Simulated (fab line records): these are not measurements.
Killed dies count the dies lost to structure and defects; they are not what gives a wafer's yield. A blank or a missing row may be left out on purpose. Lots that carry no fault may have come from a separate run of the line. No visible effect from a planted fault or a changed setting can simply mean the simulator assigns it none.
Which of the tools did it? | flow rit_cmos | Sampling: 14 lots, 42 wafers, 2 of 202 route steps

## WHAT THE GAUGES SHOWED, per wafer
RIT_CONTACT_THK_MEAS_01. Usual: CONTACT_TEOS_THK typically reads 401 nm, with standard deviation 5.7.
lot  | measured    | on            | CONTACT_TEOS_THK (nm) | flag
L865 | day 3 07:54 | film_metro-04 | 399 393 408           |
L866 | day 3 10:47 | film_metro-04 | 397 402 403           |
L867 | day 3 14:17 | film_metro-04 | 393 388 393           |
L868 | day 3 18:03 | film_metro-03 | 398 410 406           |
L869 | day 4 00:28 | film_metro-04 | 397 401 401           |
L870 | day 4 06:41 | film_metro-04 | 401 399 413           |
L873 | day 4 20:20 | film_metro-03 | 378 389 398           |
L876 | day 5 15:52 | film_metro-03 | 385 409 405           |
L880 | day 6 08:07 | film_metro-01 | 400 405 401           |
L881 | day 6 13:07 | film_metro-04 | 392 393 401           |
L884 | day 7 04:05 | film_metro-04 | 391 396 405           |
L883 | day 7 04:48 | film_metro-01 | 402 405 410           |
L886 | day 7 23:31 | film_metro-01 | 402 402 404           |
L888 | day 8 02:13 | film_metro-04 | 397 392 405           |

## EACH LOT AND THE TOOL THAT RAN IT (in order: tool; ch and the chambers of the sampled wafers; start)
lot  | RIT_CONTACT_CVD_00
L865 | pecvd-02 ch 1,2, day 3 07:51
L866 | pecvd-01 ch 1,2, day 3 10:43
L867 | pecvd-03 ch 0,2, day 3 14:14
L868 | pecvd-02 ch 0,1,2, day 3 17:59
L869 | pecvd-01 ch 0,1, day 4 00:25
L870 | pecvd-03 ch 0,1,2, day 4 06:38
L873 | pecvd-03 ch 0,1, day 4 20:17
L876 | pecvd-03 ch 0,1,2, day 5 15:49
L880 | pecvd-02 ch 1,2, day 6 08:04
L881 | pecvd-01 ch 0,1,2, day 6 13:04
L884 | pecvd-02 ch 0,1,2, day 7 04:01
L883 | pecvd-01 ch 1,2, day 7 04:44
L886 | pecvd-02 ch 1,2, day 7 23:28
L888 | pecvd-01 ch 1,2, day 8 02:10
- RIT_CONTACT_CVD_00: deposits SiO2 from TEOS, target thk 400 nm, time 61 s.

## AS READ BY THE TOOLS THEMSELVES (means over the sampled wafers that have a number; for cases with no such wafer, the mark the record gives instead)
RIT_CONTACT_CVD_00. Usual: heater_power_w 337 W, standard deviation 48; rf_fwd_power_W 396.9 W, standard deviation 1.5.
lot  | tool     | heater_power_w (W) | rf_fwd_power_W (W) | flag
L865 | pecvd-02 | 293                | 396.3              |
L866 | pecvd-01 | 371                | 397.6              |
L867 | pecvd-03 | 370                | 397.0              |
L868 | pecvd-02 | 310                | 396.4              |
L869 | pecvd-01 | 285                | 397.3              |
L870 | pecvd-03 | 356                | 396.7              |
L873 | pecvd-03 | 308                | 379.8              | OFF
L876 | pecvd-03 | 345                | 380.8              | OFF
L880 | pecvd-02 | 301                | 397.2              |
L881 | pecvd-01 | 361                | 396.7              |
L884 | pecvd-02 | 302                | 397.8              |
L883 | pecvd-01 | 381                | 396.5              |
L886 | pecvd-02 | 311                | 397.5              |
L888 | pecvd-01 | 339                | 396.7              |

## THE ANSWER, worked out from the rows above alone
Rule: lot off if the mean of its wafers having a number is beyond 3 standard deviations from the usual mean. Also off: a lot with no number at a reading for which 4 or more lots have one. The other lots that the step has rows for count as sound. The gauges are gone through in route order, then the tools' own readings, and for those a lot's mean is taken as printed above. The first step at which some lot is off is used, and at that step the reading that is off furthest; a lot without a number counts as furthest.
Off, at RIT_CONTACT_CVD_00 on rf_fwd_power_W: L873, L876.
If a tool, at that step or one of the process steps before it, ran each lot that is off and ran no sound lot following the first of them, it fits. One fits: RIT_CONTACT_CVD_00 on pecvd-03. Its last sound lot is L870 (day 4 06:38), its first lot that is off L873 (day 4 20:17): a fault that began between those two fits.
On the lots that are off, the tool's own readings at RIT_CONTACT_CVD_00 differ by more than 5 times the standard deviation of the sound lots' means, which bears it out; rf_fwd_power_W reads 380.3 W there versus 397.0 W on the sound lots.

## WHAT THE SIMULATOR HAD INSERTED
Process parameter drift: pecvd-03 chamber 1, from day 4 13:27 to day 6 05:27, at RIT_CONTACT_CVD_00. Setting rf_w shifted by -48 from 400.
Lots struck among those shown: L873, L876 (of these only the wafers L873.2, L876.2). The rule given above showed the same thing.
